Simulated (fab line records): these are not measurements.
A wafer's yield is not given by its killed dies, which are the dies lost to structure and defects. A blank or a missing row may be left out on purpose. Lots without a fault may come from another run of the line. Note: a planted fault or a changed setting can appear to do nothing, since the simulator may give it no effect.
Which tool did it? | flow berkeley-cmos170 | 7 lots, 21 wafers sampled, at 2 steps of a route of 331

== WHAT THE GAUGES SHOWED, per wafer ==
UCB170_M1_CD_MEAS_90: the cd target is 700 nm.
lot  | measured     | on        | cd-nm (nm)
L173 | day 8 18:12  | cd-sem-02 | 698.2 696.3 698.3
L177 | day 8 21:43  | cd-sem-02 | 700.0 700.7 701.5
L178 | day 9 16:33  | cd-sem-02 | 695.3 697.4 698.5
L181 | day 9 22:44  | cd-sem-01 | 701.4 702.3 699.0
L189 | day 11 06:04 | cd-sem-02 | 706.5 705.5 709.3
L195 | day 12 10:08 | cd-sem-01 | 701.6 703.8 703.1
L196 | day 12 15:34 | cd-sem-02 | 701.4 703.9 704.7

== WHAT TOOL EACH LOT RAN ON (gives the tool, then ch and the chambers of the sampled wafers, and finally the start) ==
lot  | UCB170_M1_METAL_ETCH_12
L173 | rie-metal-02 ch 0,1, day 8 17:40
L177 | rie-metal-02 ch 0,1, day 8 21:28
L178 | rie-metal-03 ch 0,1, day 9 16:18
L181 | rie-metal-02 ch 0, day 9 22:25
L189 | rie-metal-02 ch 0,1, day 11 05:49
L195 | rie-metal-04 ch 0,1, day 12 09:55
L196 | rie-metal-04 ch 0, day 12 15:19
- UCB170_M1_METAL_ETCH_12: etches Al in Cl2/BCl3, stops on PSG, target depth 780 nm, time 130 s.

== THE ANSWER, worked out from the rows above alone ==
Rule: what is usual is taken from the lots themselves. The widest of any qualifying gaps counts: lots, ordered by their means at a reading, are off when they make up no more than a third of the lots, leave a main group of 4 or more, and stand apart from it by 3 or more times the standard deviation of that group's means. The tables above print the reading to a certain number of digits; a main group whose means all agree to those digits is not used. Also off: a lot with no number at a reading for which 4 or more lots have one. All remaining lots with rows at the step are treated as sound.
Nothing can be told from this: no lot is off at any reading shown.

== WHAT WAS PUT IN BY THE SIMULATOR ==
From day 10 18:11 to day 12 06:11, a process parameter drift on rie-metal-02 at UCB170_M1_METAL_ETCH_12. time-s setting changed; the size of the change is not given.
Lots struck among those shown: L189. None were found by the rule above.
